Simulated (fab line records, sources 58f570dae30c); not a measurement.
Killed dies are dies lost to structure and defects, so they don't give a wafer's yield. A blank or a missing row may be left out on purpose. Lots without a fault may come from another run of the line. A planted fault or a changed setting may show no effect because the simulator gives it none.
Problem report in the 8D (eight disciplines) form, filled by code | flow berkeley_cmos170 | the parts of the form that need people (team, actions taken, sign-off) are left out

1. THE PROBLEM
ACTIVE_OVL at UCB170_ACTIVE_OVL_MEAS_14 reads a mean of 274 nm on 12 wafers of 4 lots; wafers without a fault read 2 nm with a standard deviation of 5. That is +54 standard deviations from the usual mean.
First seen on wafer L425.1, day 8 14:53, on overlay-02. The record holds 48 wafers of 16 lots with a number at this step. Rule for "out", or "out of limits": more than 4 standard deviations from the usual mean. The other wafers with a number count as sound.

2. WHAT IT IS AND WHAT IT IS NOT
question                    | is                     | is not
which readings at this step | ACTIVE_OVL             | -
which lots                  | L425, L426, L427, L432 | L411, L412, L413, L414, L416, L417, L418, L419, L420, L421, L422, L430
which wafers of those lots  | all that have a number | -
read on which gauges        | overlay-01, overlay-02 | -
when                        | from day 8 14:53       | up to then (33 sound wafers); but 3 sound wafers of L430 came after

3. SUSPECTS, AND WHAT RULES EACH OUT
Counting: a tool at a process step up to the reading stays a suspect if it ran every lot that is out and no sound lot after the first of them.
- the gauge at UCB170_ACTIVE_OVL_MEAS_14: ruled out. The wafers that are out were read on 2 gauges (overlay-01, overlay-02).
- krf_scanner-01 at UCB170_ACTIVE_EXPOSE_10 (exposes mask ACTIVE, target cd 1200 nm): kept. It ran every lot that is out, first L425 (day 8 14:00), and no sound lot after that; its last sound lot up to then is L422 (day 6 23:23).
Left after counting: krf_scanner-01 at UCB170_ACTIVE_EXPOSE_10.

4. THE CAUSE (what the simulator had put in)
Scanner matching overlay: krf_scanner-01, from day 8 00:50 on, at UCB170_ACTIVE_EXPOSE_10. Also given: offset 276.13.
Counting left only this tool.

5. THE CHAIN OF EFFECTS, in route order
Each row: a reading whose mean over the struck wafers that have a number lies more than 3 standard deviations from the usual. Only readings for which the record gives a usual standard deviation are gone through. hours: the time from each lot's start at the first step in this table that gives one to its start at this step, as a median over the lots. sigmas: the change in usual standard deviations.
hours | step                      | reading    | usual | on struck wafers | change | sigmas
0     | UCB170_ACTIVE_OVL_MEAS_14 | ACTIVE_OVL | 2 nm  | 274              | +272   | +54

6. WHAT WOULD HAVE CAUGHT IT SOONER
In this record the first reading out of limits at a measuring or inspecting step was taken at day 8 14:53, 14 hours after the fault began at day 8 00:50.
Of the lots that are out (4), L432 began UCB170_ACTIVE_EXPOSE_10 on krf_scanner-01 after day 8 14:53. A hold on the tool at that time would have spared it.
